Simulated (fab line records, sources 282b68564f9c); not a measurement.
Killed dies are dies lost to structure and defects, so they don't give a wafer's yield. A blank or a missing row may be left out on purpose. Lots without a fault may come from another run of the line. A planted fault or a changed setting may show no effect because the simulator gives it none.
fab line records | flow rit_cmos | part 2 of 2: steps 27 to 36 of 36
record lots=5 wafers=15 last_day=7
route steps=202 shown ACTIVE@14 FOX1@20 FOX2@23 NWELL@28 PWELL@39
lots that met no fault: from a run of the same line without faults
start_h: hours from the record's first day to the start of the lot's first wafer shown | wait_h: hours since the lot's step before | " the same as in the row above | L1.1+2: a row that stands for several wafers | - no value, or no start given | * or withheld: withheld | < > ~ a bound
route shown NAME@n: a module of which the file shows steps, and the number in the route of the first | usual: mean/standard deviation of fault-free wafers | same: alike in all rows | chamber/n: place in a boat | sites: the reading at each site | _std_site: their standard deviation | _edge_site: outer sites' mean less inner sites' | radius_mm: how far each site lies from the wafer's centre | mask NAME#n: copy n | behind: the tool/chamber that last shaped the wafer | hold: why the lot was held/for how many hours/how that ended | device: the transistor (n, p or np) that didn't switch | end of line: the same wafers' tests at the end of the route | a step without rows: its recipe alone | killed: dies lost to structure and defects at the first sort, not the wafer's yield | map: a wafer's dies, x killed, . not, _ none there
set.NAME: the setting as run; set.NAME@STEP: as run at that earlier step | model.NAME: the simulator's own value behind a step, which no gauge read
lots at some steps of the route; a table a step, a row a wafer
services: from which hour (start_h, from the record's first day; less than 0 if before it) a tool's chamber was out of use, for how many hours, and why
## steps
# step RIT_PWELL_COAT_01
# recipe resist=NOVOLAK spin_rpm=2000 resist_thk_nm=1286
# usual chill_plate_temp_C=23.01/0.12 dispense_pressure_kPa=55.2/0.53 exhaust_pa=44.9/0.8
# columns lot.wafer tool chamber start_h wait_h chill_plate_temp_C dispense_pressure_kPa exhaust_pa
L078.1 litho_track-03 0 42.80 0.1 23.16 54.4 44.5
L078.2 " 0 " " 23.03 54.4 44.6
L078.6 " 0 " " 23.05 54.4 45.7
L083.1 litho_track-03 0 67.81 0.1 22.94 54.4 45.2
L083.3 " 0 " " 22.83 54.4 44.9
L083.4 " 0 " " 22.67 54.4 44.1
L093.3 litho_track-04 0 118.90 0.1 22.86 55.6 44.0
L093.4 " 0 " " 23.00 55.5 44.4
L093.6 " 0 " " 22.87 55.6 44.7
L094.3 litho_track-03 0 125.31 0.1 22.85 54.3 45.5
L094.5 " 0 " " 22.85 54.4 45.6
L094.6 " 0 " " 22.97 54.3 46.7
L095.1 litho_track-01 0 128.24 0.1 22.85 55.5 44.3
L095.2 " 0 " " 23.04 55.5 44.8
L095.6 " 0 " " 22.80 55.5 46.0
# step RIT_PWELL_SOFTBAKE_02
# recipe resist=NOVOLAK temp_c=90 time_s=60
# usual chill_plate_temp_C=22.98/0.11 exhaust_pa=44.8/0.87
# columns lot.wafer tool chamber start_h wait_h chill_plate_temp_C exhaust_pa
L078.1 litho_track-03 0 42.95 0.1 22.90 44.8
L078.2 " 0 " " 22.92 45.6
L078.6 " 0 " " 22.96 44.9
L083.1 litho_track-03 0 67.96 0.1 22.97 46.0
L083.3 " 0 " " 22.93 44.9
L083.4 " 0 " " 23.03 45.8
L093.3 litho_track-04 0 119.05 0.1 23.20 45.4
L093.4 " 0 " " 23.12 46.6
L093.6 " 0 " " 23.11 44.6
L094.3 litho_track-03 0 125.46 0.1 22.89 45.5
L094.5 " 0 " " 22.86 46.0
L094.6 " 0 " " 22.83 46.9
L095.1 litho_track-01 0 128.39 0.1 22.97 44.8
L095.2 " 0 " " 23.12 45.7
L095.6 " 0 " " 23.08 45.3
# step RIT_PWELL_EXPOSE_03
# recipe mask_id=M3 na=0.57 target_cd_nm=43700 dose_mj=250
# columns lot.wafer tool chamber start_h wait_h mask
L078.1+2+6 iline_stepper-01 0 43.22 0.2 M3#0
L083.1+3+4 iline_stepper-01 0 68.11 0.1 M3#0
L093.3+4+6 iline_stepper-02 0 119.32 0.2 M3#0
L094.3+5+6 iline_stepper-01 0 125.72 0.2 M3#0
L095.1+2+6 iline_stepper-02 0 128.67 0.2 M3#0
# step RIT_PWELL_PEB_04
# recipe resist=NOVOLAK temp_c=withheld time_s=withheld
# usual chill_plate_temp_C=* exhaust_pa=44.9/0.82
# columns lot.wafer tool chamber start_h wait_h chill_plate_temp_C exhaust_pa
L078.1 litho_track-03 0 43.34 0.1 * 43.5
L078.2 " 0 " " * 45.6
L078.6 " 0 " " * 44.9
L083.1 litho_track-01 0 68.23 0.1 * 44.5
L083.3 " 0 " " * 43.5
L083.4 " 0 " " * 44.5
L093.3 litho_track-01 0 119.44 0.1 * 45.1
L093.4 " 0 " " * 44.2
L093.6 " 0 " " * 45.4
L094.3 litho_track-04 0 125.85 0.1 * 44.8
L094.5 " 0 " " * 43.7
L094.6 " 0 " " * 45.3
L095.1 litho_track-03 0 128.97 0.3 * 44.5
L095.2 " 0 " " * 46.0
L095.6 " 0 " " * 44.4
# step RIT_PWELL_DEVELOP_05
# recipe resist=NOVOLAK develop_time_s=68 dev_temp_c=23
# usual chill_plate_temp_C=22.97/0.11 exhaust_pa=44.9/0.91
# columns lot.wafer tool chamber start_h wait_h chill_plate_temp_C exhaust_pa
L078.1 litho_track-03 0 - - 22.87 44.6
L078.2 " 0 " " 22.76 45.2
L078.6 " 0 " " 23.02 45.1
L083.1 litho_track-01 0 - - 23.00 46.4
L083.3 " 0 " " 22.90 44.8
L083.4 " 0 " " 23.00 46.2
L093.3 litho_track-01 0 - - 22.89 44.3
L093.4 " 0 " " 22.86 44.5
L093.6 " 0 " " 22.88 44.8
L094.3 litho_track-04 0 - - 23.12 42.0
L094.5 " 0 " " 23.06 43.5
L094.6 " 0 " " 23.21 45.0
L095.1 litho_track-03 0 - - 22.86 46.3
L095.2 " 0 " " 22.92 45.2
L095.6 " 0 " " 22.88 46.5
# step RIT_PWELL_OVL_MEAS_06
# usual PWELL_OVL=-0.7/1.6
# columns lot.wafer tool chamber start_h wait_h PWELL_OVL[nm]
L078.1 overlay-01 - 43.65 - 2.0
L078.2 " - " " 1.0
L078.6 " - " " 0.4
L083.1 overlay-02 - 68.54 - 1.7
L083.3 " - " " -0.1
L083.4 " - " " -0.1
L093.3 overlay-02 - 119.72 - -0.6
L093.4 " - " " 0.3
L093.6 " - " " -1.2
L094.3 overlay-01 - 126.13 - 1.7
L094.5 " - " " 1.6
L094.6 " - " " 1.0
L095.1 overlay-02 - 129.29 - -4.1
L095.2 " - " " -1.4
L095.6 " - " " -2.7
# step RIT_PWELL_HARDBAKE_07
# recipe resist=NOVOLAK temp_c=140 time_s=120
# usual chill_plate_temp_C=23.01/0.095 exhaust_pa=44.8/0.81
# columns lot.wafer tool chamber start_h wait_h chill_plate_temp_C exhaust_pa
L078.1 litho_track-01 0 43.69 0.0 23.01 44.0
L078.2 " 0 " " 23.05 43.2
L078.6 " 0 " " 23.05 43.6
L083.1 litho_track-01 0 68.58 0.0 23.20 45.0
L083.3 " 0 " " 22.90 45.3
L083.4 " 0 " " 23.11 45.4
L093.3 litho_track-03 0 119.83 0.1 23.01 44.7
L093.4 " 0 " " 23.07 43.2
L093.6 " 0 " " 23.00 44.8
L094.3 litho_track-03 0 126.23 0.1 23.14 44.5
L094.5 " 0 " " 22.95 44.0
L094.6 " 0 " " 23.04 44.9
L095.1 litho_track-04 0 129.32 0.0 22.81 45.7
L095.2 " 0 " " 23.08 45.5
L095.6 " 0 " " 22.83 45.4
# step RIT_PWELL_IMPLANT_08
# recipe species=B energy_kev=170 dose_cm2=7.089e+13 tilt_deg=7
# same implant_ion_amu=11
# columns lot.wafer tool chamber start_h wait_h
L078.1+2+6 implanter-03 0 43.94 0.2
L083.1+3+4 implanter-04 0 68.83 0.2
L093.3+4+6 implanter-03 0 120.04 0.2
L094.3+5+6 implanter-04 0 126.45 0.2
L095.1+2+6 implanter-03 0 129.57 0.2
# step RIT_PWELL_STRIP_09
# recipe chemistry=O2 time_s=180 resist=NOVOLAK platen_temp_c=withheld power_w=500 pressure_mtorr=4000 o2_flow_sccm=4000
# usual drypump_motor_current_A=5.7/0.65
# columns lot.wafer tool chamber start_h wait_h drypump_motor_current_A rf_hours_counter_h
L078.1 plasma_asher-03 0 44.09 0.1 5.3 39
L078.2 " 1 " " 5.5 39
L078.6 " 0 " " 5.3 -
L083.1 plasma_asher-01 0 68.98 0.1 4.9 29
L083.3 " 0 " " 4.9 -
L083.4 " 1 " " 6.3 -
L093.3 plasma_asher-03 1 120.20 0.1 5.5 -
L093.4 " 0 " " 5.3 -
L093.6 " 0 " " 5.3 -
L094.3 plasma_asher-01 1 126.61 0.1 6.4 -
L094.5 " 0 " " 4.9 -
L094.6 " 1 " " 6.4 -
L095.1 plasma_asher-04 1 129.72 0.1 6.7 48
L095.2 " 0 " " 5.4 48
L095.6 " 0 " " 5.4 -
# step RIT_PWELL_TW_MEAS_10
# usual PWELL_TW=941/8.5
# columns lot.wafer tool chamber start_h wait_h PWELL_TW
L078.1 film_metro-03 - 44.26 0.1 939
L078.2 " - " " 937
L078.6 " - " " 939
L083.1 film_metro-02 - 69.15 0.1 951
L083.3 " - " " 953
L083.4 " - " " 943
L093.3 film_metro-03 - 120.34 0.1 939
L093.4 " - " " 934
L093.6 " - " " 937
L094.3 film_metro-02 - 126.75 0.1 963
L094.5 " - " " 961
L094.6 " - " " 957
L095.1 film_metro-03 - 129.90 0.1 937
L095.2 " - " " 941
L095.6 " - " " 936
## services
# columns tool chamber start_h hours kind
implanter-03 - 12.73 12.6 pm
rie_diel-03 2 13.56 6.8 repair
wet_bench-03 - 17.38 20.0 repair
rie_diel-03 - 17.95 2.8 pm
plasma_asher-04 - 21.83 2.8 pm
iline_stepper-02 - 30.82 2.1 pm
iline_stepper-02 - 32.91 - consumable_replace:lamp
implanter-03 - 34.00 2.7 repair
furnace-04 - 50.20 4.2 pm
rie_diel-02 0 51.74 13.6 repair
implanter-03 - 68.10 3.8 repair
plasma_asher-02 - 71.80 14.6 pm
wet_bench-03 - 78.89 1.9 pm
implanter-02 - 82.09 4.3 repair
plasma_asher-03 - 88.64 1.2 repair
iline_stepper-01 - 101.83 2.6 repair
iline_stepper-02 - 104.42 1.7 pm
plasma_asher-03 - 108.75 9.0 pm
plasma_asher-03 0 108.75 9.0 vent_cycle
plasma_asher-03 1 108.75 9.0 vent_cycle
implanter-02 - 116.09 2.6 repair
plasma_asher-03 0 117.75 - clean
implanter-02 - 118.66 6.6 pm
iline_stepper-01 - 122.23 1.7 pm
